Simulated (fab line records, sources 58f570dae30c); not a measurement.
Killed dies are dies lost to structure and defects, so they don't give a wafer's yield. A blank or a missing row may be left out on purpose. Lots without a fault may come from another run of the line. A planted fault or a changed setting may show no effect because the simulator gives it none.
Which tool did it? | flow berkeley_cmos170 | 7 lots, 21 wafers sampled, at 2 steps of a route of 331

WHAT THE GAUGES READ, wafer by wafer
UCB170_SDANNEAL_RS_MEAS_02: measures by four-point-probe.
lot  | measured     | on            | PSD_RS (ohm/sq)
L217 | day 7 15:12  | film_metro-01 | 74.2 74.7 74.2
L221 | day 8 13:13  | film_metro-03 | 73.2 73.4 73.4
L225 | day 8 21:14  | film_metro-01 | 73.7 73.7 73.5
L224 | day 8 21:34  | film_metro-03 | 74.0 73.9 74.2
L232 | day 10 17:41 | film_metro-02 | 73.3 73.4 73.3
L237 | day 11 05:50 | film_metro-02 | 73.5 74.1 73.3
L235 | day 11 06:11 | film_metro-01 | 81.4 81.3 81.3

WHICH TOOL RAN EACH LOT (tool, then ch and the chambers of the sampled wafers, then the start)
lot  | UCB170_SDANNEAL_RTA_01
L217 | rtp_anneal-01 ch 0, day 7 15:08
L221 | rtp_anneal-01 ch 0, day 8 13:09
L225 | rtp_anneal-02 ch 0, day 8 21:11
L224 | rtp_anneal-01 ch 0, day 8 21:22
L232 | rtp_anneal-02 ch 0, day 10 17:37
L237 | rtp_anneal-01 ch 0, day 11 05:45
L235 | rtp_anneal-02 ch 0, day 11 06:01
- UCB170_SDANNEAL_RTA_01: time 5.237 s.

THE ANSWER, worked out from the rows above alone
Rule: what is usual is taken from the lots themselves. Put in order of their means at a reading, lots are off if they are a third of the lots or fewer, leave a main group of 4 or more, and stand apart from it by a gap of 3 or more times the standard deviation of the main group's means; of several such gaps the widest counts. A main group whose means are all the same, to the digits that the tables above print for the reading, isn't used. A lot without any number at a reading at which 4 lots or more have one is off too. The other lots that the step has rows for count as sound.
Off: L235, at UCB170_SDANNEAL_RS_MEAS_02 (PSD_RS). The main group: mean 73.7 ohm/sq, standard deviation 0.37.
A tool fits if, at a process step before that reading, it ran every lot that is off, and no sound lot after the first of them. The gauges at UCB170_SDANNEAL_RS_MEAS_02 are tried like those tools. Can't be told from this: 2 tools fit, rtp_anneal-02 at UCB170_SDANNEAL_RTA_01, film_metro-01 at UCB170_SDANNEAL_RS_MEAS_02.

WHAT THE SIMULATOR HAD PUT IN
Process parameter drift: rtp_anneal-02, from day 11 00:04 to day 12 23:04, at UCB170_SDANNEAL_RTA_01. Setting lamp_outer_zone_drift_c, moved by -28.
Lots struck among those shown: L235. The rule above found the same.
